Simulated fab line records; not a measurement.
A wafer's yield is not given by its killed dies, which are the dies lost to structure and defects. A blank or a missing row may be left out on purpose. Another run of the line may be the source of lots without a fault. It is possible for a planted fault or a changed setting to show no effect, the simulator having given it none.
Which tool did it? | flow rit-cmos | Sampling: 14 lots, 42 wafers, 2 of 202 route steps

## WHAT THE GAUGES READ, wafer by wafer
RIT_GATE_THK_MEAS_07.
lot  | measured    | on            | GATE_OXIDE_THK (nm)
L993 | day 2 13:19 | film-metro-04 | 3.00 2.99 3.03
L994 | day 2 21:12 | film-metro-04 | 2.99 3.02 3.00
L996 | day 3 02:04 | film-metro-04 | 2.98 3.02 2.97
L999 | day 3 23:26 | film-metro-03 | 2.93 2.92 2.99
L100 | day 4 02:41 | film-metro-04 | 2.62 2.70 2.69
L101 | day 4 10:25 | film-metro-03 | 2.95 3.01 2.94
L103 | day 4 18:13 | film-metro-04 | 3.00 3.07 3.08
L102 | day 4 20:53 | film-metro-03 | 2.65 2.66 2.70
L108 | day 5 15:52 | film-metro-02 | 2.97 2.99 3.01
L110 | day 6 02:32 | film-metro-04 | 2.93 2.99 2.94
L113 | day 6 17:31 | film-metro-03 | 3.04 2.95 2.99
L114 | day 7 05:45 | film-metro-04 | 3.09 3.04 3.02
L115 | day 7 10:28 | film-metro-04 | 2.99 3.02 3.03
L116 | day 7 13:07 | film-metro-02 | 3.16 2.99 3.06

## WHICH TOOL RAN EACH LOT (tool, then ch and the chambers of the sampled wafers, then the start)
lot  | RIT_GATE_OXIDATION_05
L993 | furnace-04 ch 0, day 2 10:59
L994 | furnace-04 ch 0, day 2 19:22
L996 | furnace-04 ch 0, day 3 00:44
L999 | furnace-03 ch 0, day 3 18:57
L100 | furnace-04 ch 0, day 4 01:21
L101 | furnace-01 ch 0, day 4 08:38
L103 | furnace-03 ch 0, day 4 15:03
L102 | furnace-04 ch 0, day 4 17:55
L108 | furnace-01 ch 0, day 5 14:32
L110 | furnace-01 ch 0, day 6 01:11
L113 | furnace-03 ch 0, day 6 16:11
L114 | furnace-03 ch 0, day 7 00:34
L115 | furnace-03 ch 0, day 7 05:45
L116 | furnace-01 ch 0, day 7 10:28
- RIT_GATE_OXIDATION_05: target thk 3 nm, ox time 270 s.

## WHAT THE TOOLS THEMSELVES READ (means of the sampled wafers that have a number; where no wafer has one, the mark that the record gives instead)
The record holds no such reading with a usual standard deviation.

## THE ANSWER, worked out from the rows above alone
Rule: the usual values come from the lots themselves. The widest of any qualifying gaps counts: lots, ordered by their means at a reading, are off when they make up no more than a third of the lots, leave a main group of 4 or more, and stand apart from it by 3 or more times the standard deviation of that group's means. Not used: any main group whose means are identical at the precision the tables above print for the reading. A lot without any number at a reading at which 4 lots or more have one is off too. The other lots that the step has rows for count as sound. After the gauges, taken in route order, come the tools' own readings; for these a lot's mean is taken, as printed above. The first step at which some lot is off is used, and at that step the reading that is off furthest; a lot without a number counts as furthest.
Off: L100, L102, at RIT_GATE_THK_MEAS_07 (GATE_OXIDE_THK). Mean 3.00 nm and standard deviation 0.037 in the main group.
A tool fits if, at a process step before that reading, it ran every lot that is off, and no sound lot after the first of them. The gauges at RIT_GATE_THK_MEAS_07 are tried like those tools. One fits: RIT_GATE_OXIDATION_05 on furnace-04. A fault onset in the window from L996 (day 3 00:44, its last sound lot) to L100 (day 4 01:21, its first lot off) fits.

## WHAT WAS PUT IN BY THE SIMULATOR
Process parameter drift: furnace-04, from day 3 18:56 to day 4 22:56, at RIT_GATE_OXIDATION_05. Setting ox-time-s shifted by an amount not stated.
Shown lots that were struck: L100, L102. The same result came from the rule above.
